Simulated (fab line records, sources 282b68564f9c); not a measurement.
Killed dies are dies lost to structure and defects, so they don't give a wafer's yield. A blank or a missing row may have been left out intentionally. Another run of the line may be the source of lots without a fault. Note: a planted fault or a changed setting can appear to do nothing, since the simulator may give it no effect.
fab line records	flow rit_cmos
record lots=6	wafers=18	last_day=5
route steps=202 shown PSD@143 SDANNEAL@153 NSD@158 PLDD@159 NLDD@160 SILICIDE@161 CONTACT@168 M1@184
lots that met no fault: from a run of the same line without faults
start_h: the number of hours between the record's first day and the start of the first shown wafer of the lot	wait_h: hours since the lot's step before	" as in the row above	L1.1+2: one row covering several wafers at once	- no value, or no start given	* or withheld: withheld	< > ~ a bound
route shown NAME@n: names a module that has steps shown in the file, with the first one's number in the route	usual: mean/standard deviation taken from wafers without a fault	same: alike in all rows	chamber/n: place in a boat	sites: each site's reading	_std_site: the values' standard deviation	_edge_site: outer sites' mean less inner sites'	radius_mm: for every site, how far away it sits from the centre of the wafer	mask NAME#n: copy n	behind: tool/chamber where the wafer was last shaped	hold: the reason the lot was held/the length of the hold in hours/how it ended	device: the n, p or np transistor that did not switch	end of line: at the end of the route, the tests of the same wafers	step lacking rows: just its recipe	killed: not the wafer's yield, but the dies lost to structure and defects at the first sort	map: shows each die of a wafer: x if killed, . if not, _ if none is there
set.NAME: the setting as run; set.NAME@STEP: as run at that earlier step	model.NAME: the simulator's own value behind a step, which no gauge read
lots seen at some steps along the route; tables by step, rows by wafer
services: a tool's chamber out of use, with start hour (start_h, from the record's first day; less than 0 if before it), hours out, and reason
## steps
# step RIT_PSD_COAT_01
# recipe resist=NOVOLAK	spin_rpm=3250	resist_thk_nm=1000
# step RIT_PSD_SOFTBAKE_02
# recipe resist=NOVOLAK	temp_c=90	time_s=60
# step RIT_PSD_EXPOSE_03
# recipe mask_id=M10	na=0.57	target_cd_nm=40900	dose_mj=250
# step RIT_PSD_PEB_04
# recipe resist=NOVOLAK	temp_c=withheld	time_s=withheld
# step RIT_PSD_DEVELOP_05
# recipe resist=NOVOLAK	develop_time_s=50	dev_temp_c=23
# step RIT_PSD_OVL_MEAS_06
# usual PSD_OVL=0.8/1.4
lot.wafer	tool	chamber	start_h	wait_h	PSD_OVL[nm]
L362.2	overlay-02	-	63.34	-	2.5
L362.4	"	-	"	"	-0.1
L362.6	"	-	"	"	-1.4
L363.1	overlay-02	-	69.74	-	0.1
L363.3	"	-	"	"	-0.8
L363.6	"	-	"	"	-0.5
L364.3	overlay-01	-	74.22	-	-0.6
L364.4	"	-	"	"	0.5
L364.5	"	-	"	"	0.2
L365.1	overlay-02	-	78.68	-	0.3
L365.2	"	-	"	"	1.6
L365.5	"	-	"	"	2.8
L370.1	overlay-02	-	103.43	-	1.7
L370.2	"	-	"	"	-0.1
L370.4	"	-	"	"	2.3
L373.3	overlay-02	-	119.00	-	0.6
L373.4	"	-	"	"	1.3
L373.5	"	-	"	"	0.5
# step RIT_PSD_HARDBAKE_07
# recipe resist=NOVOLAK	temp_c=140	time_s=60
# step RIT_PSD_IMPLANT_08
# recipe species=BF2	energy_kev=27	dose_cm2=5e+15	tilt_deg=7
# step RIT_PSD_STRIP_09
# recipe chemistry=O2	time_s=180	resist=NOVOLAK	platen_temp_c=withheld	power_w=500	pressure_mtorr=4000	o2_flow_sccm=4000
# step RIT_PSD_TW_MEAS_10
# usual PSD_TW=3441/24
lot.wafer	tool	chamber	start_h	wait_h	PSD_TW
L362.2	film_metro-01	-	63.85	0.1	3474
L362.4	"	-	"	"	3473
L362.6	"	-	"	"	3452
L363.1	film_metro-01	-	70.25	0.1	3458
L363.3	"	-	"	"	3465
L363.6	"	-	"	"	3467
L364.3	film_metro-01	-	74.74	0.1	3456
L364.4	"	-	"	"	3455
L364.5	"	-	"	"	3438
L365.1	film_metro-04	-	79.19	0.1	3401
L365.2	"	-	"	"	3412
L365.5	"	-	"	"	3404
L370.1	film_metro-02	-	103.94	0.1	3448
L370.2	"	-	"	"	3459
L370.4	"	-	"	"	3447
L373.3	film_metro-04	-	119.52	0.1	3436
L373.4	"	-	"	"	3423
L373.5	"	-	"	"	3409
# step RIT_SDANNEAL_CLEAN_00
# recipe chemistry=SC1	mix=3:3:50	time_s=600	temp_c=75
# step RIT_SDANNEAL_CLEAN_01
# recipe chemistry=dHF	dilution=50:1	time_s=31.35
# step RIT_SDANNEAL_CLEAN_02
# recipe chemistry=SC2	mix=3:3:50	time_s=600	temp_c=75	dry=n2_spin
lot.wafer	tool	chamber	start_h	wait_h
L362.2+4+6	wet_bench-01	1	64.09	0.0
L363.1+3+6	wet_bench-03	3	70.50	0.0
L364.3+4+5	wet_bench-01	2	74.98	0.0
L365.1+2+5	wet_bench-03	0	79.44	0.0
L370.1+2+4	wet_bench-01	2	104.19	0.0
L373.3+4+5	wet_bench-03	3	119.75	0.0
# step RIT_SDANNEAL_RTA_03
# recipe temp_c=1050	time_s=5	idle_temp_c=600	ramp_up_c_per_s=342	ramp_down_c_per_s=171	cool_to_c=600	ambient=N2
# step RIT_SDANNEAL_RS_MEAS_04
# recipe thk_meas_gauge=four-point-probe
# usual PSD_RS=116.08/0.29
lot.wafer	tool	chamber	start_h	wait_h	PSD_RS[ohm/sq]
L362.2	film_metro-02	-	64.36	0.1	115.62
L362.4	"	-	"	"	115.83
L362.6	"	-	"	"	116.23
L363.1	film_metro-04	-	70.73	0.0	116.07
L363.3	"	-	"	"	115.66
L363.6	"	-	"	"	116.11
L364.3	film_metro-04	-	75.25	0.1	117.03
L364.4	"	-	"	"	116.35
L364.5	"	-	"	"	116.63
L365.1	film_metro-02	-	79.69	0.0	116.48
L365.2	"	-	"	"	116.42
L365.5	"	-	"	"	116.24
L370.1	film_metro-04	-	104.43	0.0	116.58
L370.2	"	-	"	"	116.48
L370.4	"	-	"	"	116.67
L373.3	film_metro-04	-	120.02	0.1	115.55
L373.4	"	-	"	"	115.80
L373.5	"	-	"	"	115.90
# step RIT_SDANNEAL_RS_MEAS_05
# recipe thk_meas_gauge=four-point-probe
# usual NSD_RS=84.62/0.29
lot.wafer	tool	chamber	start_h	wait_h	NSD_RS[ohm/sq]
L362.2	film_metro-02	-	64.48	0.1	85.11
L362.4	"	-	"	"	84.63
L362.6	"	-	"	"	84.84
L363.1	film_metro-04	-	70.85	0.1	84.81
L363.3	"	-	"	"	84.83
L363.6	"	-	"	"	84.70
L364.3	film_metro-04	-	75.37	0.1	85.03
L364.4	"	-	"	"	84.93
L364.5	"	-	"	"	84.95
L365.1	film_metro-02	-	79.81	0.1	84.58
L365.2	"	-	"	"	84.62
L365.5	"	-	"	"	84.77
L370.1	film_metro-04	-	104.55	0.1	85.26
L370.2	"	-	"	"	84.77
L370.4	"	-	"	"	84.89
L373.3	film_metro-04	-	120.14	0.1	84.84
L373.4	"	-	"	"	84.78
L373.5	"	-	"	"	84.75
# step RIT_SDANNEAL_RS_MEAS_06
# recipe thk_meas_gauge=four-point-probe
# usual PLDD_RS=180.5/0.51
lot.wafer	tool	chamber	start_h	wait_h	PLDD_RS[ohm/sq]
L362.2	film_metro-02	-	64.60	0.1	179.8
L362.4	"	-	"	"	179.1
L362.6	"	-	"	"	180.1
L363.1	film_metro-04	-	70.97	0.1	180.4
L363.3	"	-	"	"	180.3
L363.6	"	-	"	"	180.7
L364.3	film_metro-04	-	75.49	0.1	181.5
L364.4	"	-	"	"	180.8
L364.5	"	-	"	"	181.7
L365.1	film_metro-02	-	79.93	0.1	180.2
L365.2	"	-	"	"	180.6
L365.5	"	-	"	"	180.5
L370.1	film_metro-04	-	104.67	0.1	181.8
L370.2	"	-	"	"	181.5
L370.4	"	-	"	"	181.6
L373.3	film_metro-04	-	120.26	0.1	180.2
L373.4	"	-	"	"	180.5
L373.5	"	-	"	"	180.1
# step RIT_SDANNEAL_RS_MEAS_07
# recipe thk_meas_gauge=four-point-probe
# usual NLDD_RS=152.7/0.54
lot.wafer	tool	chamber	start_h	wait_h	NLDD_RS[ohm/sq]
L362.2	film_metro-02	-	64.72	0.1	152.5
L362.4	"	-	"	"	152.7
L362.6	"	-	"	"	151.7
L363.1	film_metro-04	-	71.09	0.1	153.2
L363.3	"	-	"	"	153.4
L363.6	"	-	"	"	153.2
L364.3	film_metro-04	-	75.61	0.1	152.5
L364.4	"	-	"	"	152.1
L364.5	"	-	"	"	152.2
L365.1	film_metro-02	-	80.05	0.1	153.0
L365.2	"	-	"	"	153.1
L365.5	"	-	"	"	152.8
L370.1	film_metro-04	-	104.79	0.1	152.6
L370.2	"	-	"	"	152.2
L370.4	"	-	"	"	152.4
L373.3	film_metro-04	-	120.38	0.1	153.2
L373.4	"	-	"	"	153.1
L373.5	"	-	"	"	152.8
# step RIT_SILICIDE_WET_ETCH_00
# recipe chemistry=BOE	target=SiO2	target_depth_nm=14	time_s=15	dry=n2_spin	dilution=10:1	temp_c=21.5
# step RIT_SILICIDE_SPUTTER_01
# recipe material=Ti	target_thk_nm=30	power_w=350	chamber_pressure_pa=0.667	gas=Ar	time_s=240	substrate_temp_c=25
# step RIT_SILICIDE_RS_MEAS_02
# recipe thk_meas_gauge=four-point-probe	reads=Ti_of_SILICIDE_SPUTTER_01
# usual SILICIDE_TI_RS=47.5/0.74
lot.wafer	tool	chamber	start_h	wait_h	SILICIDE_TI_RS[ohm/sq]
L362.2	film_metro-03	-	65.01	0.1	48.7
L362.4	"	-	"	"	48.4
L362.6	"	-	"	"	49.0
L363.1	film_metro-01	-	71.37	0.1	47.4
L363.3	"	-	"	"	47.3
L363.6	"	-	"	"	46.5
L364.3	film_metro-01	-	75.89	0.1	48.2
L364.4	"	-	"	"	48.4
L364.5	"	-	"	"	48.1
L365.1	film_metro-03	-	80.33	0.1	47.8
L365.2	"	-	"	"	47.8
L365.5	"	-	"	"	48.3
L370.1	film_metro-03	-	105.07	0.1	47.5
L370.2	"	-	"	"	49.0
L370.4	"	-	"	"	48.0
L373.3	film_metro-03	-	120.66	0.1	47.8
L373.4	"	-	"	"	47.4
L373.5	"	-	"	"	47.5
# step RIT_SILICIDE_THK_MEAS_03
# recipe thk_meas_gauge=xrf	reads=Ti_of_SILICIDE_SPUTTER_01
# usual SILICIDE_TI_THK=30.3/0.41
lot.wafer	tool	chamber	start_h	wait_h	SILICIDE_TI_THK[nm]
L362.2	film_metro-03	-	65.12	0.1	29.7
L362.4	"	-	"	"	29.9
L362.6	"	-	"	"	29.7
L363.1	film_metro-01	-	71.49	0.1	30.3
L363.3	"	-	"	"	30.4
L363.6	"	-	"	"	30.8
L364.3	film_metro-01	-	75.99	0.1	29.6
L364.4	"	-	"	"	29.6
L364.5	"	-	"	"	29.7
L365.1	film_metro-03	-	80.45	0.1	30.3
L365.2	"	-	"	"	30.4
L365.5	"	-	"	"	30.1
L370.1	film_metro-03	-	105.19	0.1	30.3
L370.2	"	-	"	"	29.6
L370.4	"	-	"	"	30.0
L373.3	film_metro-03	-	120.76	0.1	30.2
L373.4	"	-	"	"	30.5
L373.5	"	-	"	"	30.4
# step RIT_SILICIDE_RTA_04
# recipe temp_c=650	time_s=10	idle_temp_c=25	ramp_up_s=5	ramp_down_s=5	cool_to_c=25	ambient=N2
# usual wafer_temp_C_max=653.0/0.61
lot.wafer	tool	chamber	start_h	wait_h	wafer_temp_C_max
L362.2	rtp_anneal-01	0	65.18	0.1	652.4
L362.4	"	0	"	"	652.3
L362.6	"	0	"	"	652.6
L363.1	rtp_anneal-02	0	71.55	0.1	653.8
L363.3	"	0	"	"	652.3
L363.6	"	0	"	"	655.2
L364.3	rtp_anneal-02	0	76.05	0.1	654.1
L364.4	"	0	"	"	652.3
L364.5	"	0	"	"	652.8
L365.1	rtp_anneal-02	0	80.51	0.1	652.0
L365.2	"	0	"	"	653.5
L365.5	"	0	"	"	652.8
L370.1	rtp_anneal-01	0	105.25	0.1	652.7
L370.2	"	0	"	"	653.5
L370.4	"	0	"	"	652.7
L373.3	rtp_anneal-02	0	120.83	0.1	653.2
L373.4	"	0	"	"	652.3
L373.5	"	0	"	"	652.8
# step RIT_SILICIDE_WET_ETCH_05
# recipe chemistry=SPM	target=Ti	temp_c=90	time_s=120	dry=n2_spin
# step RIT_SILICIDE_RTA_06
# recipe temp_c=750	time_s=10	idle_temp_c=25	ramp_up_s=5	ramp_down_s=10	cool_to_c=25	ambient=N2
# usual wafer_temp_C_max=753.5/0.64
lot.wafer	tool	chamber	start_h	wait_h	wafer_temp_C_max
L362.2	rtp_anneal-02	0	65.29	0.0	753.3
L362.4	"	0	"	"	753.7
L362.6	"	0	"	"	753.3
L363.1	rtp_anneal-01	0	71.66	0.0	754.0
L363.3	"	0	"	"	753.7
L363.6	"	0	"	"	753.5
L364.3	rtp_anneal-02	0	76.16	0.0	753.4
L364.4	"	0	"	"	753.9
L364.5	"	0	"	"	753.1
L365.1	rtp_anneal-01	0	80.62	0.0	753.1
L365.2	"	0	"	"	755.5
L365.5	"	0	"	"	753.1
L370.1	rtp_anneal-02	0	105.36	0.0	754.2
L370.2	"	0	"	"	753.7
L370.4	"	0	"	"	753.6
L373.3	rtp_anneal-01	0	120.93	0.0	753.6
L373.4	"	0	"	"	754.2
L373.5	"	0	"	"	753.2
# step RIT_CONTACT_CVD_00
# recipe material=SiO2	target_thk_nm=400	precursor=TEOS	temp_c=390	time_s=63.28	rf_w=400
# usual heater_power_w=319/50
lot.wafer	tool	chamber	start_h	wait_h	heater_power_w
L362.2	pecvd-02	2	65.34	0.0	312
L362.4	"	2	"	"	331
L362.6	"	0	"	"	286
L363.1	pecvd-01	1	71.73	0.1	279
L363.3	"	2	"	"	315
L363.6	"	1	"	"	301
L364.3	pecvd-04	1	76.21	0.0	307
L364.4	"	2	"	"	390
L364.5	"	1	"	"	223
L365.1	pecvd-02	1	80.69	0.1	317
L365.2	"	2	"	"	263
L365.5	"	0	"	"	312
L370.1	pecvd-04	2	105.42	0.1	421
L370.2	"	1	"	"	295
L370.4	"	0	"	"	368
L373.3	pecvd-04	0	120.98	0.0	418
L373.4	"	1	"	"	295
L373.5	"	0	"	"	311
# step RIT_CONTACT_THK_MEAS_01
# recipe reads=SiO2_of_CONTACT_CVD_00
# usual CONTACT_TEOS_THK=416/5.5
lot.wafer	tool	chamber	start_h	wait_h	CONTACT_TEOS_THK[nm]
L362.2	film_metro-01	-	65.40	0.0	420
L362.4	"	-	"	"	426
L362.6	"	-	"	"	425
L363.1	film_metro-01	-	71.78	0.0	418
L363.3	"	-	"	"	417
L363.6	"	-	"	"	421
L364.3	film_metro-03	-	76.28	0.0	410
L364.4	"	-	"	"	410
L364.5	"	-	"	"	421
L365.1	film_metro-01	-	80.74	0.0	408
L365.2	"	-	"	"	415
L365.5	"	-	"	"	421
L370.1	film_metro-04	-	105.47	0.0	409
L370.2	"	-	"	"	412
L370.4	"	-	"	"	417
L373.3	film_metro-04	-	121.05	0.0	417
L373.4	"	-	"	"	425
L373.5	"	-	"	"	427
# step RIT_CONTACT_HMDS_02
# recipe prime_time_s=60	prime_temp_c=140
# step RIT_CONTACT_COAT_03
# recipe resist=NOVOLAK	spin_rpm=3250	resist_thk_nm=1000
# step RIT_CONTACT_SOFTBAKE_04
# recipe resist=NOVOLAK	temp_c=90	time_s=60
# step RIT_CONTACT_EXPOSE_05
# recipe mask_id=M11	na=0.6	source_shape=conventional	sigma_outer=0.5	target_cd_nm=1000	dose_mj=248.4
# step RIT_CONTACT_PEB_06
# recipe resist=NOVOLAK	temp_c=withheld	time_s=withheld
# step RIT_CONTACT_DEVELOP_07
# recipe resist=NOVOLAK	develop_time_s=120	dev_temp_c=23
# step RIT_CONTACT_CD_MEAS_08
# recipe target_cd_nm=1000
# usual cd_nm=1000.4/1.9
lot.wafer	tool	chamber	start_h	wait_h	cd_nm
L362.2	cd_sem-01	-	66.56	-	1001.5
L362.4	"	-	"	"	999.5
L362.6	"	-	"	"	999.5
L363.1	cd_sem-01	-	72.93	-	1001.4
L363.3	"	-	"	"	999.2
L363.6	"	-	"	"	1000.6
L364.3	cd_sem-01	-	77.34	-	1002.4
L364.4	"	-	"	"	1003.4
L364.5	"	-	"	"	1004.1
L365.1	cd_sem-01	-	81.77	-	1000.8
L365.2	"	-	"	"	1002.0
L365.5	"	-	"	"	1002.0
L370.1	cd_sem-02	-	106.50	-	1001.7
L370.2	"	-	"	"	1000.7
L370.4	"	-	"	"	1001.5
L373.3	cd_sem-02	-	122.23	-	999.7
L373.4	"	-	"	"	1001.3
L373.5	"	-	"	"	1002.3
# step RIT_CONTACT_OVL_MEAS_09
# usual CONTACT_OVL=0.5/1.4
lot.wafer	tool	chamber	start_h	wait_h	CONTACT_OVL[nm]
L362.2	overlay-02	-	66.67	0.1	1.2
L362.4	"	-	"	"	-0.3
L362.6	"	-	"	"	0.0
L363.1	overlay-02	-	73.05	0.1	0.2
L363.3	"	-	"	"	2.0
L363.6	"	-	"	"	-0.4
L364.3	overlay-02	-	77.43	0.1	-0.9
L364.4	"	-	"	"	0.5
L364.5	"	-	"	"	-0.5
L365.1	overlay-02	-	81.89	0.1	0.9
L365.2	"	-	"	"	-0.8
L365.5	"	-	"	"	-0.2
L370.1	overlay-02	-	106.62	0.1	2.4
L370.2	"	-	"	"	0.2
L370.4	"	-	"	"	1.7
L373.3	overlay-02	-	122.32	0.1	0.7
L373.4	"	-	"	"	0.5
L373.5	"	-	"	"	-1.5
# step RIT_CONTACT_HARDBAKE_10
# recipe resist=NOVOLAK	temp_c=140	time_s=60
# step RIT_CONTACT_ETCH_11
# recipe target_depth_a=4800	over_etch_frac=0.2	stop_on=TiSi2	chemistry=CHF3/CF4/Ar	target=SiO2	CHF3_flow_sccm=50	cf4_flow_sccm=10	Ar_flow_sccm=100	O2_flow_sccm=5	pressure_mtorr=100	rf_w=200	time_s=320
# usual drypump_motor_current_A=6.0/0.46	oes_product_au=0.990/0.017	throttle_valve_pct=8.93/0.08
lot.wafer	tool	chamber	start_h	wait_h	drypump_motor_current_A	oes_product_au	rf_hours_counter_h	throttle_valve_pct
L362.2	rie_diel-03	1	66.85	0.1	5.9	0.974	93	8.85
L362.4	"	0	"	"	5.8	1.011	30	8.90
L362.6	"	1	"	"	5.9	0.977	-	8.89
L363.1	rie_diel-03	2	73.24	0.1	6.0	0.979	8	8.87
L363.3	"	0	"	"	5.8	1.002	30	8.88
L363.6	"	1	"	"	5.9	0.968	-	8.87
L364.3	rie_diel-01	0	77.60	0.1	5.6	0.992	46	8.94
L364.4	"	2	"	"	5.7	1.005	95	8.95
L364.5	"	2	"	"	5.7	0.998	-	8.95
L365.1	rie_diel-01	1	82.07	0.1	6.4	0.987	4	8.80
L365.2	"	0	"	"	5.6	1.001	46	8.95
L365.5	"	0	"	"	5.6	0.999	-	8.96
L370.1	rie_diel-03	0	106.81	0.1	5.8	1.011	31	8.89
L370.2	"	2	"	"	6.0	0.980	8	8.88
L370.4	"	1	"	"	5.9	0.971	94	8.86
L373.3	rie_diel-02	2	122.50	0.1	6.2	1.009	100	8.98
L373.4	"	3	"	"	5.2	0.961	-	8.95
L373.5	"	0	"	"	5.6	1.011	-	8.91
# step RIT_CONTACT_STRIP_12
# recipe chemistry=O2	time_s=180	resist=NOVOLAK	platen_temp_c=withheld	power_w=500	pressure_mtorr=4000	o2_flow_sccm=4000
# usual drypump_motor_current_A=5.5/0.5
lot.wafer	tool	chamber	start_h	wait_h	drypump_motor_current_A	rf_hours_counter_h
L362.2	plasma_asher-01	0	67.04	0.1	6.3	44
L362.4	"	1	"	"	5.2	-
L362.6	"	1	"	"	5.2	-
L363.1	plasma_asher-02	0	73.43	0.1	5.4	28
L363.3	"	1	"	"	4.8	-
L363.6	"	1	"	"	4.8	-
L364.3	plasma_asher-01	0	77.85	0.2	6.3	-
L364.4	"	1	"	"	5.2	-
L364.5	"	0	"	"	6.3	-
L365.1	plasma_asher-01	1	82.27	0.1	5.2	45
L365.2	"	0	"	"	6.3	45
L365.5	"	1	"	"	5.2	-
L370.1	plasma_asher-02	1	107.00	0.1	4.8	31
L370.2	"	0	"	"	5.4	31
L370.4	"	1	"	"	4.8	-
L373.3	plasma_asher-02	1	122.75	0.2	4.8	-
L373.4	"	0	"	"	5.4	-
L373.5	"	1	"	"	4.8	-
# step RIT_CONTACT_CD_MEAS_90
# recipe target_cd_nm=1000
# usual cd_nm=1000.3/1.9
lot.wafer	tool	chamber	start_h	wait_h	cd_nm
L362.2	cd_sem-02	-	67.24	0.1	1000.6
L362.4	"	-	"	"	999.7
L362.6	"	-	"	"	999.4
L363.1	cd_sem-02	-	73.61	0.1	1001.1
L363.3	"	-	"	"	999.4
L363.6	"	-	"	"	999.9
L364.3	cd_sem-02	-	78.01	0.1	1003.0
L364.4	"	-	"	"	1002.7
L364.5	"	-	"	"	1004.0
L365.1	cd_sem-02	-	82.44	0.1	1001.1
L365.2	"	-	"	"	1002.3
L365.5	"	-	"	"	1002.6
L370.1	cd_sem-02	-	107.18	0.1	1001.5
L370.2	"	-	"	"	1000.3
L370.4	"	-	"	"	1001.1
L373.3	cd_sem-02	-	122.91	0.1	999.9
L373.4	"	-	"	"	1001.0
L373.5	"	-	"	"	1002.2
# step RIT_CONTACT_CLEAN_13
# recipe chemistry=SC1	mix=3:3:50	time_s=600	temp_c=75
# step RIT_CONTACT_CLEAN_14
# recipe chemistry=SC2	mix=3:3:50	time_s=600	temp_c=75	dry=n2_spin
# step RIT_M1_SPUTTER_00
# recipe material=Al	target_thk_nm=400	power_w=2000	chamber_pressure_pa=0.4	gas=Ar	time_s=500	substrate_temp_c=25
# step RIT_M1_PROBE_99
# usual killed_at_contacts=0.1/0.35	killed_at_front_end=6.6/2.7	killed_dies=6.7/2.8	killed_on_rim=1.8/1.5	killed_open=3.4/2.1	killed_short=3.3/1.8
# same gross_dies=264	killed_at_M0_to_M3=0	killed_at_M4_up=0	killed_at_back_side=0	killed_at_other=0
lot.wafer	tool	chamber	start_h	wait_h	killed_at_contacts	killed_at_front_end	killed_dies	killed_on_rim	killed_open	killed_short
L362.2	prober-01	-	71.89	0.1	0	3	3	1	2	1
L362.4	prober-01	-	71.99	0.2	0	3	3	1	0	3
L362.6	prober-01	-	72.09	0.2	0	2	2	1	0	2
L363.1	prober-02	-	78.45	0.1	1	8	9	3	4	5
L363.3	prober-02	-	78.55	0.2	0	13	13	2	8	5
L363.6	prober-02	-	78.70	0.2	0	5	5	3	2	3
L364.3	prober-01	-	82.68	0.2	0	26	26	9	5	5
L364.4	prober-01	-	82.73	0.2	0	26	26	8	2	4
L364.5	prober-01	-	82.78	0.2	0	19	19	8	3	1
L365.1	prober-02	-	86.96	0.1	0	5	5	1	2	3
L365.2	prober-02	-	87.01	0.1	0	8	8	2	2	6
L365.5	prober-02	-	87.16	0.2	0	11	11	2	6	5
L370.1	prober-01	-	111.82	0.1	0	24	24	8	3	3
L370.2	prober-01	-	111.87	0.1	0	31	31	11	6	6
L370.4	prober-01	-	111.97	0.2	0	20	20	10	2	5
L373.3	prober-02	-	128.77	0.2	0	5	5	1	1	4
L373.4	prober-02	-	128.82	0.2	0	9	9	4	5	4
L373.5	prober-02	-	128.87	0.2	0	3	3	0	3	0
# killed by level:class
L362.2 FOX2:geometric_particle:short=1 GATE:geometric_particle:open=1 SILICIDE:geometric_particle:open=1
L362.4 FOX1:geometric_particle:short=1 FOX2:geometric_particle:short=1 GATE:geometric_particle:short=1
L362.6 FOX2:geometric_particle:short=1 SPACER:geometric_particle:short=1
L363.1 GATE:geometric_particle:open=2 REOX:geometric_particle:open=2 FOX2:geometric_particle:short=1 GATE:geometric_particle:short=1 REOX:geometric_particle:short=1 SPACER:geometric_particle:short=1 CONTACT:geometric_particle:short=1
L363.3 GATE:geometric_particle:open=5 GATE:geometric_particle:short=3 SILICIDE:geometric_particle:open=2 FOX1:geometric_particle:open=1 FOX2:geometric_particle:short=1 SILICIDE:geometric_particle:short=1
L363.6 GATE:geometric_particle:short=3 GATE:geometric_particle:open=1 SILICIDE:geometric_particle:open=1
L364.3 SDANNEAL:unspecified=16 FOX1:geometric_particle:short=3 FOX1:geometric_particle:open=2 FOX2:geometric_particle:short=1 GATE:geometric_particle:open=1 REOX:geometric_particle:open=1 SPACER:geometric_particle:short=1 SILICIDE:geometric_particle:open=1
L364.4 SDANNEAL:unspecified=20 FOX1:geometric_particle:short=3 FOX1:geometric_particle:open=1 GATE:geometric_particle:short=1 GATE:geometric_particle:open=1
L364.5 SDANNEAL:unspecified=15 GATE:geometric_particle:open=2 FOX1:geometric_particle:open=1 GATE:geometric_particle:short=1
L365.1 GATE:geometric_particle:open=2 SPACER:geometric_particle:short=2 GATE:geometric_particle:short=1
L365.2 SPACER:geometric_particle:short=3 FOX1:geometric_particle:short=1 FOX2:geometric_particle:open=1 GATE:geometric_particle:open=1 GATE:geometric_particle:short=1 SILICIDE:geometric_particle:short=1
L365.5 GATE:geometric_particle:open=2 REOX:geometric_particle:short=2 FOX1:geometric_particle:open=1 FOX1:geometric_particle:short=1 FOX2:geometric_particle:open=1 GATE:geometric_particle:short=1 SPACER:geometric_particle:open=1 SPACER:geometric_particle:short=1
L370.1 SDANNEAL:unspecified=18 SILICIDE:geometric_particle:open=2 FOX1:geometric_particle:short=1 FOX1:geometric_particle:open=1 REOX:geometric_particle:short=1 SILICIDE:geometric_particle:short=1
L370.2 SDANNEAL:unspecified=19 GATE:geometric_particle:open=3 GATE:geometric_particle:short=2 SPACER:geometric_particle:short=2 FOX1:geometric_particle:open=1 FOX2:geometric_particle:open=1 FOX2:geometric_particle:short=1 REOX:geometric_particle:short=1
L370.4 SDANNEAL:unspecified=13 SILICIDE:geometric_particle:short=2 FOX1:geometric_particle:short=1 FOX2:geometric_particle:open=1 GATE:geometric_particle:short=1 REOX:geometric_particle:short=1 REOX:geometric_particle:open=1
L373.3 GATE:geometric_particle:short=3 FOX1:geometric_particle:short=1 SPACER:geometric_particle:open=1
L373.4 FOX1:geometric_particle:short=2 REOX:geometric_particle:open=2 FOX1:geometric_particle:open=1 GATE:geometric_particle:short=1 REOX:geometric_particle:short=1 SPACER:geometric_particle:open=1 SILICIDE:geometric_particle:open=1
L373.5 GATE:geometric_particle:open=2 FOX1:geometric_particle:open=1
# map L364.3 (x killed, . not)
________......._______
_____.............____
____...............___
___......x..........__
__..................x_
__...............x.xx_
_..x...............xxx
_.......x........xxxxx
_.................x.xx
_.................xxxx
__.x.x..............._
__.......x..........._
___.x...............__
____...............___
_____.............____
________......._______
# map L370.2 (x killed, . not)
________...x..._______
_____............x____
____...............___
___........x........__
__.................x._
__....x...........xxx_
_.....x....x.....x.xxx
_.................xxxx
_................xxxxx
_.........x........xxx
__.x..........x......_
__..................._
___.x..x............__
____...............___
_____.............____
________......._______
## services
tool	chamber	start_h	hours	kind
rie_diel-03	2	44.80	6.3	repair
rie_diel-02	1	57.73	4.4	repair
pecvd-01	-	59.08	1.0	repair
pecvd-02	-	73.81	1.2	repair
rtp_anneal-01	-	75.36	3.7	pm
rie_diel-03	2	85.79	8.8	repair
rie_diel-01	3	88.32	21.9	repair
plasma_asher-01	-	102.22	7.6	repair
pecvd-02	2	108.58	6.1	repair
rie_diel-01	3	110.20	-	clean
rie_diel-01	3	110.20	16.6	scheduled_down
rie_diel-01	3	110.20	16.6	vent_cycle
pecvd-04	1	113.40	3.5	repair
pecvd-04	-	117.24	0.8	repair
rie_diel-02	1	120.70	6.3	repair
## key
first_sign step=RIT_M1_PROBE_99	reading=killed_at_front_end	direction=up	sigmas=6.5	usual=6.6	struck=24.3
effect step=RIT_M1_PROBE_99	reading=killed_dies	direction=up	sigmas=6.3	usual=6.7	struck=24.3
met_at RIT_SDANNEAL_CLEAN_02
struck_wafers L364.3,L364.4,L364.5,L370.1,L370.2,L370.4
tester_left_out L364,L370
also_fits RIT_SILICIDE_RTA_06:rtp_anneal-02
fault kind=chamber_particle_source	tool=wet_bench-01	chamber=2	onset_h=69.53	steps=RIT_SDANNEAL_CLEAN_02	rate_per_visit_cm2=0.63553	end_h=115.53
# tester_left_out: of these lots the tester's yield and bins aren't shown, on N5 and GAA mostly nor the transistor test; their killed dies are dies lost to structure and defects alone, not to doping, threshold or leakage, so they don't give the yield
